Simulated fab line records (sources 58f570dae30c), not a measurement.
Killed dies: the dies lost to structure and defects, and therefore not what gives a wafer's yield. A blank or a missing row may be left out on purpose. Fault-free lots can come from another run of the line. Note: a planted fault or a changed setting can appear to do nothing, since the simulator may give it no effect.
A lot that was struck, set against a sound lot || flow berkeley-cmos170 || 14 steps out of a route of 331
Sound: these wafers, L713.3, L713.4, L713.5. The struck wafers were L715.1, L715.3, L715.4. The cause is given at the end.
Per side, at each step with rows, come the tool, then ch with its chambers, and then its first start. Under that, the readings that differ: sound wafers || struck wafers || difference of the means || sigmas: that difference in standard deviations of wafers without a fault.
alike: readings whose means differ by less than 2 such deviations, and words and numbers that are the same on both sides. not compared: withheld readings, readings that some wafer has no value for, bounds like >300 that may hide the same value, and numbers for which the record gives no deviation and whose values overlap.
A row with sigmas, a row that says differs or no value, or rows on one side alone: a step with any of these is where the two part. Numbers that have no deviation but don't overlap get no sigmas and don't part them. A reading that every wafer of one side lacks parts them only if that side has two wafers or more.

first, 1 step without rows for these wafers: UCB170_M3_PRE_CLEAN_00 (preclean etch time 60 s).
UCB170_M3_SPUTTER_01: material Al, target thk 900 nm, time 120 s.
  sound on pvd-sputter-04, day 11 23:25; struck on pvd-sputter-03, day 11 17:29
  alike: throttle-valve-pct
UCB170_M3_RS_MEAS_02: measurement is done with a four-point probe.
  sound on film-metro-02, day 11 23:32; struck on film-metro-03, day 11 17:34
  alike: M3_AL_RS
UCB170_M3_THK_MEAS_03: measures by xrf.
  sound on film-metro-02, day 11 23:38; struck on film-metro-03, day 11 17:41
  alike: M3_AL_THK
then, 3 steps without rows for these wafers: UCB170_M3_HMDS_04 (prime time 60 s); UCB170_M3_COAT_05 (resist thk 900 nm); UCB170_M3_SOFTBAKE_06 (time 60 s).
UCB170_M3_STRIP_07: strips in O2.
  sound on plasma-asher-04 ch 0,1, day 12 00:34; struck on plasma-asher-02 ch 0,1, day 11 18:12
{"reading": "drypump-motor-current-A (A)", "sound": "6.3 4.8 4.8", "struck": "6.3 6.3 6.3", "difference": "+1.0", "sigmas": "+2"}
  alike: oes-product-au, strip-time-to-endpoint-s
  not compared: rf-hours-counter-h
then, 4 steps without rows for these wafers: UCB170_M3_STRIP_08 (strips KrF in DMSO, time 600 s); UCB170_M3_COAT_09; UCB170_M3_COAT_10 (resist thk 900 nm); UCB170_M3_SOFTBAKE_11 (time 60 s).
UCB170_M3_EXPOSE_12: exposes mask METAL3, target cd 700 nm.
  struck on krf-scanner-01, day 11 19:04; sound on krf-scanner-02 ch 0, day 12 01:52
  no value came back on the struck wafers for exposure-dose-mJ-cm2, focus-offset-nm (nm); on the sound wafers exposure-dose-mJ-cm2 reads 25.968 26.025 25.993
  alike: mask
next, for these wafers, 1 step has no rows: UCB170_M3_PEB_13.

== WHERE THEY PART ==
At UCB170_M3_STRIP_07 first; at UCB170_M3_EXPOSE_12 last (within this record only).

WHY: what the simulator had put in
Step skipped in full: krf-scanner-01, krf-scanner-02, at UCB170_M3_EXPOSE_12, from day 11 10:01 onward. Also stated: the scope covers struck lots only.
